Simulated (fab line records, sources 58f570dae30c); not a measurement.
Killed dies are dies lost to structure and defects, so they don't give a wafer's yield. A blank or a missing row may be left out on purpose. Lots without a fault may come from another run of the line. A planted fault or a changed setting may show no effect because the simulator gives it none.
Which tool did it? | flow berkeley_cmos170 | 14 lots, 40 wafers sampled, at 4 steps of a route of 331

WHAT THE GAUGES READ, wafer by wafer
UCB170_PLDD_CD_MEAS_06: target cd 1200 nm.
lot  | measured     | on        | cd_nm (nm)
L591 | day 7 18:28  | cd_sem-02 | 1201.3 1201.5 1201.4
L593 | day 8 04:07  | cd_sem-02 | 1199.8 1199.2 1198.9
L592 | day 8 04:33  | cd_sem-02 | 1199.7 1200.8 1201.5
L594 | day 8 04:41  | cd_sem-02 | 1200.0 1200.2 1199.6
L595 | day 8 05:03  | cd_sem-02 | 1197.8 1198.7 1198.4
L598 | day 8 16:26  | cd_sem-02 | 1201.5 1201.8 1200.4
L600 | day 9 11:36  | cd_sem-02 | 1200.6 1202.0 1201.6
L601 | day 9 11:42  | cd_sem-02 | 1197.5 1196.7 1195.8
L605 | day 10 01:43 | cd_sem-01 | 1201.4 1200.9 1201.0
L603 | day 10 02:56 | cd_sem-02 | 1199.9 1198.3 1198.0
L607 | day 10 14:45 | cd_sem-01 | 1200.1 1200.8 1198.3
L606 | day 10 15:06 | cd_sem-02 | 1199.7 1200.5 1199.8
L608 | day 11 04:51 | cd_sem-02 | 1200.0
L612 | day 12 01:50 | cd_sem-01 | 1200.3 1200.4 1200.2

UCB170_V1_OVL_MEAS_13.
lot  | measured     | on         | V1_OVL (nm)
L591 | day 8 23:46  | overlay-02 | -8 -11 -6
L593 | day 9 10:07  | overlay-02 | -5 1 -3
L592 | day 9 15:17  | overlay-02 | 2 7 1
L594 | day 9 10:23  | overlay-02 | -8 -9 -10
L595 | day 9 12:58  | overlay-02 | 5 2 3
L598 | day 10 01:57 | overlay-02 | 0 3 12
L600 | day 10 18:13 | overlay-01 | -3 -8 -8
L601 | day 10 18:09 | overlay-01 | -4 -5 2
L605 | day 11 13:09 | overlay-02 | 1 -2 0
L603 | day 11 11:47 | overlay-02 | -1 -6 -5
L607 | day 11 16:52 | overlay-01 | -14 -6 -8
L606 | day 11 18:53 | overlay-02 | 3 -7 -1
L608 | day 12 22:43 | overlay-02 | -5
L612 | day 13 14:05 | overlay-02 | 8 -1 1

UCB170_V2_OVL_MEAS_13.
lot  | measured     | on         | V2_OVL (nm)
L591 | day 9 06:38  | overlay-02 | -2 -8 -10
L593 | day 9 15:25  | overlay-01 | 9 2 0
L592 | day 9 21:04  | overlay-01 | 0 -6 -6
L594 | day 9 17:28  | overlay-02 | -3 -2 -7
L595 | day 9 19:31  | overlay-01 | 5 9 6
L598 | day 10 06:53 | overlay-02 | -1 7 8
L600 | day 11 02:14 | overlay-01 | 0 -9 -7
L601 | day 11 02:07 | overlay-02 | 0 -7 1
L605 | day 11 19:59 | overlay-02 | -4 -4 -4
L603 | day 11 17:40 | overlay-01 | 6 4 10
L607 | day 12 04:35 | overlay-01 | -3 -3 -6
L606 | day 12 05:19 | overlay-01 | -1 -6 -7
L608 | day 13 07:43 | overlay-02 | -5
L612 | day 13 22:38 | overlay-02 | 11 -3 2

WHICH TOOL RAN EACH LOT (tool, then ch and the chambers of the sampled wafers, then the start)
lot  | UCB170_M2_HMDS_04
L591 | litho_track-02 ch 0, day 9 00:35
L593 | litho_track-01 ch 0, day 9 10:55
L592 | litho_track-02 ch 0, day 9 16:03
L594 | litho_track-03 ch 0, day 9 11:13
L595 | litho_track-02 ch 0, day 9 14:07
L598 | litho_track-01 ch 0, day 10 02:43
L600 | litho_track-01 ch 0, day 10 19:53
L601 | litho_track-02 ch 0, day 10 19:52
L605 | litho_track-02 ch 0, day 11 13:56
L603 | litho_track-02 ch 0, day 11 12:53
L607 | litho_track-01 ch 0, day 11 18:01
L606 | litho_track-03 ch 0, day 11 19:42
L608 | litho_track-01 ch 0, day 13 00:21
L612 | litho_track-02 ch 0, day 13 15:27
- UCB170_M2_HMDS_04: prime time 60 s.

WHAT THE TOOLS THEMSELVES READ (means of the sampled wafers that have a number; where no wafer has one, the mark that the record gives instead)
UCB170_M2_HMDS_04.
lot  | tool           | prime_temp_c (C) | resist_line_temp_C (C)
L591 | litho_track-02 | 100.05           | 22.89
L593 | litho_track-01 | 99.94            | 22.89
L592 | litho_track-02 | 99.80            | 23.00
L594 | litho_track-03 | 100.03           | 22.92
L595 | litho_track-02 | 99.97            | 23.05
L598 | litho_track-01 | 99.91            | 22.99
L600 | litho_track-01 | 100.24           | 23.00
L601 | litho_track-02 | 100.11           | 23.01
L605 | litho_track-02 | 100.07           | 22.95
L603 | litho_track-02 | 100.13           | 22.92
L607 | litho_track-01 | 100.78           | 23.11
L606 | litho_track-03 | 99.93            | 22.96
L608 | litho_track-01 | 100.59           | 22.75
L612 | litho_track-02 | 100.15           | 23.10

THE ANSWER, worked out from the rows above alone
Rule: what is usual is taken from the lots themselves. Put in order of their means at a reading, lots are off if they are a third of the lots or fewer, leave a main group of 4 or more, and stand apart from it by a gap of 3 or more times the standard deviation of the main group's means; of several such gaps the widest counts. A main group whose means are all the same, to the digits that the tables above print for the reading, isn't used. A lot without any number at a reading at which 4 lots or more have one is off too. The other lots that the step has rows for count as sound. The gauges are gone through in route order, then the tools' own readings, and for those a lot's mean is taken as printed above. The first step at which some lot is off is used, and at that step the reading that is off furthest; a lot without a number counts as furthest.
No lot is off at any reading shown: from this, nothing can be told.

WHAT THE SIMULATOR HAD PUT IN
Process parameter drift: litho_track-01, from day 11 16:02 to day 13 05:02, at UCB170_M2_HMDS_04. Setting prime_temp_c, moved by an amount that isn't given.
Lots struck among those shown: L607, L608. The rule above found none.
